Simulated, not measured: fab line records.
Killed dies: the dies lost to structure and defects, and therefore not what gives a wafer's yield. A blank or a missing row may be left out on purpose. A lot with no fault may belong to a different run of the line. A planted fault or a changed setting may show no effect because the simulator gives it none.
One fault seen from 2 desks / flow rit-cmos / each desk has only its own numbers; what lay behind them comes last

== TOOL OWNER'S DESK, litho-track-01 ==
The tool's own readings at RIT_ACTIVE_DEVELOP_10 (develop time 50 s): means of the sampled wafers that have a number, for each lot that ran on this tool. Marked OUT: a lot whose mean sits more than 4 standard deviations from the usual mean, which makes it out of limits; the brackets give that distance.
Columns: A = developer-temp-C at RIT_ACTIVE_DEVELOP_10, usual 23.01 C
lot=L789; first seen here=day 1 14:00; A=23.12
lot=L791; first seen here=day 2 00:00; A=22.98
lot=L793; first seen here=day 2 13:00; A=22.95
lot=L797; first seen here=day 3 06:00; A=20.68 (-24) OUT
lot=L798; first seen here=day 3 12:00; A=20.71 (-24) OUT
lot=L810; first seen here=day 6 00:00; A=23.10
lot=L812; first seen here=day 6 10:00; A=23.08
Finding of this desk: L797, L798 out of limits; the first was L797 at day 3 06:00, on developer-temp-C at RIT_ACTIVE_DEVELOP_10. L789, L791, L793, L810, L812 stayed within limits.

== AT THE METROLOGY DESK ==
Lot by lot, what the gauges showed, no matter which tool ran the lot: averages of those sampled wafers that carry a number. Marked OUT: a lot whose mean sits more than 4 standard deviations from the usual mean, which makes it out of limits; the brackets give that distance.
Columns: A = cd-nm at RIT_ACTIVE_CD_MEAS_11, usual 1400.2 nm
lot=L789; first seen here=day 1 14:29; A=1399.3
lot=L790; first seen here=day 1 20:29; A=1400.1
lot=L791; first seen here=day 2 00:38; A=1399.4
lot=L793; first seen here=day 2 13:44; A=1399.8
lot=L797; first seen here=day 3 06:37; A=1394.6
lot=L798; first seen here=day 3 12:34; A=1393.5
lot=L803; first seen here=day 4 13:28; A=1400.6
lot=L805; first seen here=day 4 22:59; A=1400.5
lot=L808; first seen here=day 5 13:31; A=1402.2
lot=L809; first seen here=day 5 19:16; A=1401.3
lot=L810; first seen here=day 6 00:29; A=1396.9
lot=L811; first seen here=day 6 04:37; A=1403.4
lot=L812; first seen here=day 6 10:22; A=1398.2
This desk found nothing out of limits on any of the 13 lots.

== TAKEN TOGETHER ==
The tool owner's desk had the chance to raise an alarm at day 3 06:00 on L797, L798.
Nothing out of limits was seen by the metrology desk.
The metrology desk holds a record of L797, L798, inside its limits.
All the named lots went through RIT_ACTIVE_DEVELOP_10 on litho-track-01.

== WHAT THE SIMULATOR PUT IN ==
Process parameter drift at RIT_ACTIVE_DEVELOP_10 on litho-track-01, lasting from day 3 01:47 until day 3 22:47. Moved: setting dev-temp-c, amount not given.
Shown lots that were struck: L797, L798.
Delay in hours, fault start to first out-of-limits reading, by desk: the tool owner's desk at 4.
